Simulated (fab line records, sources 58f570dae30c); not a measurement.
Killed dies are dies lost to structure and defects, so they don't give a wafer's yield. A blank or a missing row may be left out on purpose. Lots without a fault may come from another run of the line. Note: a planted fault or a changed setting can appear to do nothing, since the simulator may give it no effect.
The tool behind it: which one? ; flow berkeleyCmos170 ; 15 lots with 45 wafers sampled at 2 steps, on a route of 331 steps

== WHAT EACH GAUGE READ, for each wafer ==
UCB170_NLDD_CD_MEAS_06 targets a cd of 1200 nm.
lot;measured;on;cdNm (nm)
L437;day 7 18:17;cdSem-02;1199.7 1198.2 1201.0
L438;day 8 00:02;cdSem-01;1199.9 1200.6 1200.0
L441;day 8 00:28;cdSem-01;1202.5 1202.0 1201.1
L439;day 8 01:01;cdSem-02;1198.8 1200.9 1199.9
L443;day 8 22:29;cdSem-02;1199.7 1199.7 1199.9
L444;day 9 05:20;cdSem-02;1198.3 1197.6 1197.0
L446;day 9 05:37;cdSem-01;1199.8 1200.0 1200.3
L445;day 9 06:32;cdSem-01;- - -
L447;day 9 23:41;cdSem-02;- - -
L448;day 10 00:37;cdSem-02;- - -
L452;day 10 07:40;cdSem-01;1199.2 1199.1 1199.0
L458;day 11 12:06;cdSem-01;1203.1 1202.6 1202.1
L457;day 11 12:38;cdSem-01;1198.8 1199.6 1198.8
L456;day 11 12:50;cdSem-02;1200.0 1199.9 1200.5
L459;day 12 07:41;cdSem-01;1200.4 1199.7 1199.3

== WHICH TOOL RAN EACH LOT (tool, then ch and the chambers of the sampled wafers, then the start) ==
lot;UCB170_NLDD_COAT_01
L437;lithoTrack-02 ch 0, day 7 17:29
L438;lithoTrack-04 ch 0, day 7 22:34
L441;lithoTrack-04 ch 0, day 7 23:01
L439;lithoTrack-01 ch 0, day 7 23:53
L443;lithoTrack-02 ch 0, day 8 21:40
L444;lithoTrack-01 ch 0, day 9 04:22
L446;lithoTrack-04 ch 0, day 9 04:34
L445;lithoTrack-01, day 9 05:14
L447;lithoTrack-04, day 9 22:52
L448;lithoTrack-04, day 9 23:47
L452;lithoTrack-01 ch 0, day 10 06:39
L458;lithoTrack-04 ch 0, day 11 11:05
L457;lithoTrack-02 ch 0, day 11 11:25
L456;lithoTrack-04 ch 0, day 11 11:32
L459;lithoTrack-02 ch 0, day 12 06:41
- UCB170_NLDD_COAT_01: resist thk 900 nm.

== AS READ BY THE TOOLS THEMSELVES (means over the sampled wafers that have a number; for cases with no such wafer, the mark the record gives instead) ==
UCB170_NLDD_COAT_01.
lot;tool;chillPlateTempC (C);dispensePressureKPa (kPa)
L437;lithoTrack-02;22.91;48
L438;lithoTrack-04;23.01;56
L441;lithoTrack-04;22.99;56
L439;lithoTrack-01;22.91;47
L443;lithoTrack-02;22.96;48
L444;lithoTrack-01;22.93;47
L446;lithoTrack-04;22.97;56
L445;lithoTrack-01;-;-
L447;lithoTrack-04;-;-
L448;lithoTrack-04;-;-
L452;lithoTrack-01;22.92;47
L458;lithoTrack-04;22.95;56
L457;lithoTrack-02;22.87;48
L456;lithoTrack-04;23.12;56
L459;lithoTrack-02;23.04;48

== THE ANSWER, worked out from the rows above alone ==
Rule: the lots themselves supply what counts as usual. Put in order of their means at a reading, lots are off if they are a third of the lots or fewer, leave a main group of 4 or more, and stand apart from it by a gap of 3 or more times the standard deviation of the main group's means; of several such gaps the widest counts. If all means in a main group match to the digits the tables above print for the reading, that group is not used. Also off: a lot with no number at a reading for which 4 or more lots have one. The other lots that the step has rows for count as sound. First the gauges in route order, then the tools' own readings, where a lot's mean is used as printed above. The first step at which some lot is off is used, and at that step the reading that is off furthest; a lot without a number counts as furthest.
Off at UCB170_NLDD_CD_MEAS_06 (cdNm): L445, L447, L448. Without a number there: L445, L447, L448. Mean 1200.0 nm and standard deviation 1.2 in the main group.
A tool fits if, at a process step before that reading, it ran every lot that is off, and no sound lot after the first of them. The gauges at UCB170_NLDD_CD_MEAS_06 aren't tried: what is off there is off at UCB170_NLDD_COAT_01 too, on other tools, and a gauge's error can't cause that. Of those tried, none fits.

== WHAT THE SIMULATOR HAD INSERTED ==
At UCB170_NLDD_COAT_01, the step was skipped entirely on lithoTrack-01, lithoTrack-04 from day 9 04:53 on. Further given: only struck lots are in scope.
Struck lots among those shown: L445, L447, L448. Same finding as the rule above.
